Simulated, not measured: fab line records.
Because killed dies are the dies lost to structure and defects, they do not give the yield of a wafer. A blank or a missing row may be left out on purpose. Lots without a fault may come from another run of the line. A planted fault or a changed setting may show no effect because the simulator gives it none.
The same fault as seen by 2 desks / flow berkeleyCmos170 / numbers are kept per desk, each desk with only its own; the story behind them comes last

== FOR THE TOOL OWNER'S DESK: implanter-01 ==
For each lot that ran on this tool, the mean over its sampled wafers that have a number, from the tool's own readings at UCB170_NSD_IMPLANT_08. If a lot's mean is further than 4 standard deviations from the usual mean, the lot is out of limits and carries the mark OUT (the distance appears in the brackets).
Columns: A = doseIonsCm2 at UCB170_NSD_IMPLANT_08, usual 3e+15; B = endStationPressureTorr at UCB170_NSD_IMPLANT_08, usual 1.26e-05 Torr; C = faradayCurrentUA at UCB170_NSD_IMPLANT_08, usual 9279
lot=L400; first seen here=day 7 18:10; A=3e+15; B=1.28e-05; C=9269
lot=L401; first seen here=day 7 18:53; A=3e+15; B=1.28e-05; C=9152
lot=L403; first seen here=day 8 00:44; A=6e+14 (-99 or more) OUT; B=6.57e-06 (-9.9) OUT; C=1945 (-39) OUT
lot=L405; first seen here=day 9 07:56; A=6e+14 (-99 or more) OUT; B=6.67e-06 (-9.7) OUT; C=1935 (-39) OUT
This desk's verdict: out of limits on L403, L405, starting with L403 at day 8 00:44 (doseIonsCm2 at UCB170_NSD_IMPLANT_08). In limits: L400, L401.

== THE METROLOGY DESK ==
What the gauges read for every lot (on any tool): the sampled wafers with a number, averaged. If a lot's mean is further than 4 standard deviations from the usual mean, the lot is out of limits and carries the mark OUT (the distance appears in the brackets).
Columns: A = GATE_POLY_THK at UCB170_GATE_THK_MEAS_05, usual 215.1 nm; B = cdNm at UCB170_PLDD_CD_MEAS_06, usual 1200.1 nm; C = NSD_TW at UCB170_NSD_TW_MEAS_10, usual 4200; D = NSD_RS at UCB170_SDANNEAL_RS_MEAS_03, usual 37.20 ohm/sq
lot=L400; first seen here=day 6 20:26; A=216.9; B=1199.2; C=4197; D=37.06
lot=L398; first seen here=day 6 20:30; A=217.9; B=1202.1; C=4187; D=37.18
lot=L399; first seen here=day 6 20:32; A=215.7; B=1199.8; C=4178; D=37.32
lot=L401; first seen here=day 6 20:34; A=214.2; B=1202.0; C=4185; D=37.31
lot=L403; first seen here=day 7 08:44; A=212.2; B=1200.4; C=3210 (-33) OUT; D=118.31 (+99 or more) OUT
lot=L406; first seen here=day 8 04:08; A=213.0; B=1200.9; C=4174; D=37.19
lot=L405; first seen here=day 8 04:09; A=214.0; B=1200.8; C=3151 (-35) OUT; D=119.48 (+99 or more) OUT
lot=L411; first seen here=day 9 02:49; A=214.1; B=1199.1; C=4211; D=37.25
lot=L412; first seen here=day 9 02:50; A=216.6; B=1201.6; C=4186; D=37.11
lot=L417; first seen here=day 9 22:22; A=217.5; B=1201.6; C=4176; D=37.08
lot=L419; first seen here=day 10 13:19; A=216.3; B=1198.5; C=4176; D=37.18
lot=L418; first seen here=day 10 13:19; A=215.8; B=1198.9; C=4280; D=37.33
lot=L420; first seen here=day 11 00:22; A=214.3; B=1195.2; C=4198; D=37.15
lot=L421; first seen here=day 11 09:23; A=218.8; B=1202.2; C=4180; D=37.17
This desk's result: L403, L405 out of limits, first on L403 (NSD_TW at UCB170_NSD_TW_MEAS_10), day 8 00:59. In limits: L400, L398, L399, L401, L406, L411, L412, L417, L419, L418, L420, L421.

== ALL TOGETHER ==
At day 8 00:44, on L403, L405, the tool owner's desk was in a position to raise an alarm.
The metrology desk could have raised an alarm at day 8 00:59, on L403, L405.
Of the lots named, all ran UCB170_NSD_IMPLANT_08 on implanter-01.

== WHAT THE SIMULATOR HAD PUT IN ==
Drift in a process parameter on implanter-01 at UCB170_NSD_IMPLANT_08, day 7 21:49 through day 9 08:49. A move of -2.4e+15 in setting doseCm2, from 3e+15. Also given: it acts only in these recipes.
Lots struck among those shown: L403, L405.
Fault start to first reading out of limits, in hours, per desk: tool owner, 3; metrology, 3.
